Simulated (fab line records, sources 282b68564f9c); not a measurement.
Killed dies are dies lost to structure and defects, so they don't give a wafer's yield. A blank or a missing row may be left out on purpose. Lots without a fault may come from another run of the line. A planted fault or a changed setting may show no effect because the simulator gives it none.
Split-lot experiment | flow rit_cmos | 5 lots, 23 wafers read, on a route of 202 steps

THE SPLIT
At RIT_NWELL_COAT_01 (resist thk 1300 nm), the setting resist_thk_nm was moved away from the recipe's 1300 nm on 7 of the 23 wafers read, by -3.9% to +4.1%. The other wafers ran this setting at the recipe's value.

FROM THE SPLIT TO THE READING: what the file shows between them, 4 steps
- RIT_NWELL_SOFTBAKE_02: time 60 s (also split here: time_s)
- RIT_NWELL_EXPOSE_03: exposes mask M2, target cd 43900 nm
- RIT_NWELL_PEB_04
- RIT_NWELL_DEVELOP_05: develop time 68 s

THE READING
NOVOLAK_of_NWELL_COAT_01.thk_nm (the simulator's own value, which no gauge read), in nm, at RIT_NWELL_HARDBAKE_07 (time 120 s). The file gives no usual value for it. The 16 wafers here that ran the recipe average 1134 nm, standard deviation 1.9 nm.

wafer  | tool, chamber at the split | resist_thk_nm as run, nm | against the recipe | NOVOLAK_of_NWELL_COAT_01.thk_nm, nm | against lot-mates on the recipe
L074.1 | litho_track-02, 0          | 1300                     | recipe             | 1133                                | -
L074.2 | litho_track-02, 0          | 1300                     | recipe             | 1133                                | -
L074.6 | litho_track-02, 0          | 1300                     | recipe             | 1133                                | -
L074.3 | litho_track-02, 0          | 1300                     | recipe             | 1132                                | -
L074.5 | litho_track-02, 0          | 1300                     | recipe             | 1131                                | -
L075.1 | litho_track-04, 0          | 1343                     | +3.3%              | 1176                                | +38
L075.4 | litho_track-04, 0          | 1343                     | +3.3%              | 1176                                | +38
L075.2 | litho_track-04, 0          | 1343                     | +3.3%              | 1180                                | +42
L075.5 | litho_track-04, 0          | 1300                     | recipe             | 1139                                | -
L075.6 | litho_track-04, 0          | 1300                     | recipe             | 1136                                | -
L076.2 | litho_track-02, 0          | 1249                     | -3.9%              | 1089                                | -47
L076.3 | litho_track-02, 0          | 1300                     | recipe             | 1135                                | -
L076.4 | litho_track-02, 0          | 1300                     | recipe             | 1136                                | -
L076.6 | litho_track-02, 0          | 1300                     | recipe             | 1136                                | -
L076.5 | litho_track-02, 0          | 1249                     | -3.9%              | 1093                                | -43
L080.1 | litho_track-04, 0          | 1300                     | recipe             | 1134                                | -
L080.6 | litho_track-04, 0          | 1300                     | recipe             | 1134                                | -
L080.3 | litho_track-04, 0          | 1353                     | +4.1%              | 1183                                | +49
L080.4 | litho_track-04, 0          | 1353                     | +4.1%              | 1182                                | +48
L080.5 | litho_track-04, 0          | 1300                     | recipe             | 1135                                | -
L081.2 | litho_track-03, 0          | 1300                     | recipe             | 1133                                | -
L081.3 | litho_track-03, 0          | 1300                     | recipe             | 1134                                | -
L081.5 | litho_track-03, 0          | 1300                     | recipe             | 1134                                | -

THE FIT
A straight line over all 23 wafers: NOVOLAK_of_NWELL_COAT_01.thk_nm changes by +11.9 nm for each +1% of resist_thk_nm; r = +1.00; the points scatter about the line by 2.5 nm.
The same after taking each lot's own level away (the mean of its wafers on the recipe; 23 wafers): +11.7 nm for each +1%; r = +1.00; scatter 1.3 nm.
On that fit, the largest move of resist_thk_nm shifts the reading by 48 nm.
The lots' own levels span 1132.4 to 1137.5 nm, that is 2.8 times the standard deviation above.
So the lot-to-lot level changes the slope little: the two slopes agree.
Check: with one of the wafers moved furthest among these (+4.1%) left out of the fit, the line predicts +48 nm for it against its lot-mates. It came out at +48.7 nm against them.

OTHER SPLITS ON THESE WAFERS
These wafers also went through other splits before the reading. Each is held against what the fit with the lots' levels taken away leaves over:
other split on the same wafers       | wafers away from the commonest value | r with NOVOLAK_of_NWELL_COAT_01.thk_nm (lot level and that fit taken away)
RIT_ACTIVE_COAT_06 resist_thk_nm     | 4                                    | -0.54
RIT_ACTIVE_DEVELOP_10 develop_time_s | 8                                    | -0.25
RIT_NWELL_SOFTBAKE_02 time_s         | 6                                    | -0.15

THE WHOLE CHAIN: every reading that the file lists as answering this split, in the file's order
step                  | what it does       | reading                                                                          | change (the file's fit)              | r (the file's)
RIT_NWELL_COAT_01     | resist thk 1300 nm | NOVOLAK_of_NWELL_COAT_01.thk_nm (the simulator's own value, which no gauge read) | +13.6 nm for each +1% of the setting | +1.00
RIT_NWELL_HARDBAKE_07 | time 120 s         | NOVOLAK_of_NWELL_COAT_01.thk_nm (the simulator's own value, which no gauge read) | +11.7 nm for each +1% of the setting | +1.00

THE FILE'S OWN FIT
NOVOLAK_of_NWELL_COAT_01.thk_nm changes by +11.7 nm for each +1% of resist_thk_nm, r = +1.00.
